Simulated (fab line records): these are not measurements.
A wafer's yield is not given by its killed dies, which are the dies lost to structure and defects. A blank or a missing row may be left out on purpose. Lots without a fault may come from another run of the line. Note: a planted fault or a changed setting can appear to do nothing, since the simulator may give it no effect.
Matching of chambers    flow berkeley_cmos170    UCB170_M3_ETCH_17 on rie_diel-03 has 4 sister chambers
The step etches BARC in N2/H2. 14 wafers are shown with their chamber, then 7 later ones without.

WAFERS WITH THEIR CHAMBER
wafer   chamber  drypump_motor_current_A (A)  throttle_valve_pct (%)  oes_product_au (a.u.)
L395.3  1        5.0                          13.14                   0.954
L395.4  3        4.9                          13.21                   1.005
L395.6  1        5.0                          13.12                   0.951
L397.1  2        6.6                          13.23                   1.024
L397.2  1        5.0                          13.12                   0.947
L397.4  3        4.9                          13.22                   1.001
L401.1  2        6.6                          13.23                   1.027
L401.4  3        4.9                          13.22                   0.995
L401.6  1        4.9                          13.14                   0.936
L405.2  0        6.3                          13.47                   0.958
L405.3  1        4.9                          13.13                   0.956
L405.6  0        6.3                          13.49                   0.969
L406.3  2        6.6                          13.22                   1.025
L406.4  1        4.9                          13.13                   0.956

SIGNATURES, as means of the wafers listed above
reading                  chamber 0  chamber 1  chamber 2  chamber 3  scatter within a chamber
drypump_motor_current_A  6.300      4.950      6.600      4.900      0.0387
throttle_valve_pct       13.4800    13.1300    13.2267    13.2167    0.00856
oes_product_au           0.96350    0.95000    1.02533    1.00033    0.0064
Rule: a wafer's distance from a chamber is the root of the sum, over the readings, of the square of ((its reading less the chamber's mean) divided by the reading's scatter). The wafer belongs to the nearest chamber; if the next one is less than 2 further off, it can't be placed. How the scatter is found: for the shown wafers, subtract from each reading the mean of its chamber, square and add these, divide the total by (wafers less chambers), then take the root.

WAFERS WITH NO CHAMBER GIVEN
wafer   drypump_motor_current_A (A)  throttle_valve_pct (%)  oes_product_au (a.u.)
L406.6  5.0                          13.12                   0.952
L411.4  6.6                          13.23                   1.025
L411.5  4.9                          13.12                   0.956
L411.6  6.4                          13.49                   0.958
L416.1  6.3                          13.49                   0.967
L416.3  6.6                          13.23                   1.026
L416.6  4.9                          13.12                   0.959

CHAMBER TAKEN BY EACH
wafer   from the rows above  in truth
L406.6  1                    1
L411.4  2                    2
L411.5  1                    1
L411.6  0                    0
L416.1  0                    0
L416.3  2                    2
L416.6  1                    1
Placed correctly: 7 of 7. Number that these rows cannot place: 0. Wrongly placed: 0.
